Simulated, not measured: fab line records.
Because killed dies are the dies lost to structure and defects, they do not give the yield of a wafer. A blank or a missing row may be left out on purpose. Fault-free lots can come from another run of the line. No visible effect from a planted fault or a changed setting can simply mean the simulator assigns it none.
Problem report, 8D (eight disciplines) form, completed by code | flow berkeleyCmos170 | the parts of the form that need people (team, actions taken, sign-off) are left out

## 1. THE ISSUE
At UCB170_PFIELD_IMPLANT_07, beamEnergyKeV averages 84.945 over 6 wafers from 2 lots, while fault-free wafers read 80.001, standard deviation 0.023. So: +99 or more standard deviations from the usual mean.
Seen first at day 6 05:26 on implanter-02, wafer L700.1. At this step, 42 wafers from 14 lots have a number in the record. The rule behind "out" and "out of limits": a value lying over 4 standard deviations away from the usual mean. The rest of the wafers with a number are treated as sound.

## 2. WHAT IT IS AND WHAT IT IS NOT
question                    | is                     | is not
which readings at this step | beamEnergyKeV          | -
which lots                  | L700, L702             | L692, L693, L694, L695, L696, L697, L704, L707, L709, L712, L713, L714
which wafers of those lots  | all that have a number | -
read on which tools         | implanter-02           | implanter-03, implanter-04
when                        | from day 6 05:26       | up to then (18 sound wafers); but 18 sound wafers of L704, L707, L709, L712, L713, L714 came after

## 3. WHAT RULES OUT EACH SUSPECT
Counting: any tool at a process step up to the reading is kept as a suspect provided that every lot that is out went through it and no sound lot did after the first of them.
- implanter-02 at UCB170_PFIELD_IMPLANT_07: kept. It ran every lot that is out, first L700 (day 6 05:26), and no sound lot after that; its last sound lot up to then is L697 (day 5 12:43). On those wafers its own readings are out: beamEnergyKeV.
The count leaves implanter-02 at UCB170_PFIELD_IMPLANT_07.

## 4. THE CAUSE (what the simulator had put in)
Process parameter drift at UCB170_PFIELD_IMPLANT_07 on implanter-02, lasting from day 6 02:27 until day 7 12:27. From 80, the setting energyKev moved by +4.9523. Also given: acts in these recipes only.
After counting, this tool was the only one left.

## 5. THE EFFECT CHAIN, in route order
One row per reading whose mean, taken over the struck wafers that have a number, lies over 3 standard deviations from the usual. Scope: only readings with a usual standard deviation given in the record; hours: median across lots of the time from each lot's start at the first step in this table that gives one to its start at this step; sigmas: change in usual standard deviations.
hours | step                     | reading       | usual  | on struck wafers | change | sigmas
0     | UCB170_PFIELD_IMPLANT_07 | beamEnergyKeV | 80.001 | 84.945           | +4.944 | +99 or more
The process steps in it:
- UCB170_PFIELD_IMPLANT_07
Later steps that measure or inspect, where all struck wafers having a row at the step show a number for every such reading and not one has moved that far: UCB170_GATE_OVL_MEAS_13, UCB170_PLDD_OVL_MEAS_07.

## 6. HOW IT WOULD HAVE BEEN CAUGHT EARLIER
In this record no reading fell out of limits until day 6 05:26, 3 hours after the fault had begun at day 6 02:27.
